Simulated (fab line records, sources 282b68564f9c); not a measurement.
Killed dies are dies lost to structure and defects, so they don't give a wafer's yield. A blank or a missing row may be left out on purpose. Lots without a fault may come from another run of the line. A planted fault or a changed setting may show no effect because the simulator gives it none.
Which tool did it? | flow rit_cmos | 7 lots, 21 wafers sampled, at 2 steps of a route of 202

WHAT THE GAUGES READ, wafer by wafer
RIT_WELLDRIVE_RS_MEAS_01: measures by four-point-probe.
lot  | measured    | on            | NWELL_RS (ohm/sq)
L147 | day 2 09:51 | film_metro-02 | 274.8 275.5 275.0
L149 | day 2 19:40 | film_metro-02 | 273.9 274.2 273.9
L151 | day 3 06:20 | film_metro-02 | 275.1 274.6 274.6
L154 | day 3 20:29 | film_metro-01 | 274.8 274.8 274.1
L161 | day 5 09:08 | film_metro-02 | 320.3 319.8 320.8
L166 | day 6 10:16 | film_metro-02 | 274.4 273.8 274.8
L169 | day 6 22:56 | film_metro-02 | 275.5 275.6 275.3

WHICH TOOL RAN EACH LOT (tool, then ch and the chambers of the sampled wafers, then the start)
lot  | RIT_WELLDRIVE_ANNEAL_00
L147 | furnace-04 ch 0, day 2 04:45
L149 | furnace-02 ch 0, day 2 14:35
L151 | furnace-03 ch 0, day 3 01:16
L154 | furnace-02 ch 0, day 3 15:22
L161 | furnace-04 ch 0, day 5 04:02
L166 | furnace-02 ch 0, day 6 05:07
L169 | furnace-03 ch 0, day 6 17:50
- RIT_WELLDRIVE_ANNEAL_00: time 14700 s.

THE ANSWER, worked out from the rows above alone
Rule: what is usual is taken from the lots themselves. Put in order of their means at a reading, lots are off if they are a third of the lots or fewer, leave a main group of 4 or more, and stand apart from it by a gap of 3 or more times the standard deviation of the main group's means; of several such gaps the widest counts. A main group whose means are all the same, to the digits that the tables above print for the reading, isn't used. A lot without any number at a reading at which 4 lots or more have one is off too. The other lots that the step has rows for count as sound.
Off: L161, at RIT_WELLDRIVE_RS_MEAS_01 (NWELL_RS). The main group: mean 274.7 ohm/sq, standard deviation 0.48.
A tool fits if, at a process step before that reading, it ran every lot that is off, and no sound lot after the first of them. The gauges at RIT_WELLDRIVE_RS_MEAS_01 are tried like those tools. One fits: furnace-04 at RIT_WELLDRIVE_ANNEAL_00. Its last sound lot is L147 (day 2 04:45), its first lot that is off L161 (day 5 04:02): a fault that began between those two fits.

WHAT THE SIMULATOR HAD PUT IN
Process parameter drift: furnace-04, from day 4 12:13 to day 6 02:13, at RIT_WELLDRIVE_ANNEAL_00. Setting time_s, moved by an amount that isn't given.
Lots struck among those shown: L161. The rule above found the same.
